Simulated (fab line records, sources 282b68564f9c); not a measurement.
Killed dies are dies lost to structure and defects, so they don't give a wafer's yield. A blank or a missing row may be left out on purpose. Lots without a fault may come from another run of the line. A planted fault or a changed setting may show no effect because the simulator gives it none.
Which tool did it? | flow rit_cmos | 7 lots, 21 wafers sampled, at 2 steps of a route of 202

WHAT THE GAUGES READ, wafer by wafer
RIT_M1_RS_MEAS_01: measures by four-point-probe.
lot  | measured    | on            | M1_AL_RS (ohm/sq)
L191 | day 3 17:11 | film_metro-01 | 0.0762 0.0759 0.0754
L193 | day 4 01:52 | film_metro-03 | 0.0758 0.0752 0.0767
L195 | day 4 13:46 | film_metro-02 | 0.0752 0.0750 0.0743
L199 | day 5 09:57 | film_metro-01 | 0.0749 0.0756 0.0763
L201 | day 5 18:06 | film_metro-02 | 0.0773 0.0764 0.0757
L203 | day 6 02:39 | film_metro-02 | 0.0758 0.0745 0.0749
L211 | day 7 18:51 | film_metro-01 | 0.0760 0.0771 0.0761

WHICH TOOL RAN EACH LOT (tool, then ch and the chambers of the sampled wafers, then the start)
lot  | RIT_M1_SPUTTER_00
L191 | pvd_sputter-03, day 3 16:51
L193 | pvd_sputter-03, day 4 01:32
L195 | pvd_sputter-03, day 4 13:26
L199 | pvd_sputter-03, day 5 09:40
L201 | pvd_sputter-03, day 5 17:47
L203 | pvd_sputter-03, day 6 02:19
L211 | pvd_sputter-03, day 7 18:34
- RIT_M1_SPUTTER_00: material Al, target thk 400 nm, time 500 s.

THE ANSWER, worked out from the rows above alone
Rule: what is usual is taken from the lots themselves. Put in order of their means at a reading, lots are off if they are a third of the lots or fewer, leave a main group of 4 or more, and stand apart from it by a gap of 3 or more times the standard deviation of the main group's means; of several such gaps the widest counts. A main group whose means are all the same, to the digits that the tables above print for the reading, isn't used. A lot without any number at a reading at which 4 lots or more have one is off too. The other lots that the step has rows for count as sound.
No lot is off at any reading shown: from this, nothing can be told.

WHAT THE SIMULATOR HAD PUT IN
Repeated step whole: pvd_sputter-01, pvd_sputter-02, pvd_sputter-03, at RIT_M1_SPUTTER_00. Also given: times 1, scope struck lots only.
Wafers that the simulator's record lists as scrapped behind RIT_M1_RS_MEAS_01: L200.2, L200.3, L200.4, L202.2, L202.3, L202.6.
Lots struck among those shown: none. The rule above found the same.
